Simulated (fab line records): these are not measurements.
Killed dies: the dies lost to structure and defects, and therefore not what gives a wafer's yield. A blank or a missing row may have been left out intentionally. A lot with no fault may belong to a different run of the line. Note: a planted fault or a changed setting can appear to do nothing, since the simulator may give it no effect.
Matching of chambers ; flow berkeley cmos170 ; 4 sister chambers for UCB170_PWELL_ETCH_14 on rie diel-04
The step etches Si3N4 in CH3F/Ar/O2, stops on SiO2, target depth 242 nm, time 151 s. 14 wafers are shown with their chamber, then 7 later ones without.

WAFERS WITH THEIR CHAMBER
wafer;chamber;run length s (s);throttle valve pct (%);oes product au (a.u.)
L292.1;0;179.5;8.23;0.961
L292.3;1;179.3;8.10;0.943
L292.6;2;178.8;8.20;0.926
L293.1;0;179.5;8.21;0.950
L293.2;1;179.2;8.10;0.947
L293.5;1;179.1;8.12;0.944
L295.2;2;178.7;8.21;0.921
L295.3;0;179.7;8.21;0.945
L295.5;0;179.5;8.20;0.946
L299.2;1;179.3;8.09;0.951
L299.4;1;179.3;8.11;0.946
L299.5;0;179.5;8.23;0.955
L301.1;0;179.3;8.20;0.942
L301.5;3;180.6;8.14;0.957

SIGNATURES, as means of the wafers listed above
reading;chamber 0;chamber 1;chamber 2;chamber 3;scatter within a chamber
run length s;179.500;179.240;178.750;180.600;0.108
throttle valve pct;8.2133;8.1040;8.2050;8.1400;0.0123
oes product au;0.94983;0.94620;0.92350;0.95700;0.0055
Rule: distance of a wafer from a chamber = root of the sum over the readings of ((wafer's reading minus chamber's mean) / reading's scatter) squared. The wafer belongs to the nearest chamber; if the next one is less than 2 further off, it can't be placed. How the scatter is found: for the shown wafers, subtract from each reading the mean of its chamber, square and add these, divide the total by (wafers less chambers), then take the root.

WAFERS WITHOUT THEIR CHAMBER
wafer;run length s (s);throttle valve pct (%);oes product au (a.u.)
L301.6;178.3;8.21;0.921
L305.3;179.6;8.21;0.943
L305.5;178.6;8.21;0.920
L305.6;179.3;8.10;0.940
L306.1;178.2;8.20;0.914
L306.4;178.5;8.21;0.919
L306.5;179.3;8.22;0.954

CHAMBER TAKEN BY EACH
wafer;from the rows above;in truth
L301.6;2;2
L305.3;0;0
L305.5;2;2
L305.6;1;1
L306.1;2;2
L306.4;2;2
L306.5;0;0
7 of 7 placed correctly. From these rows, 0 cannot be placed. Number placed wrongly: 0.
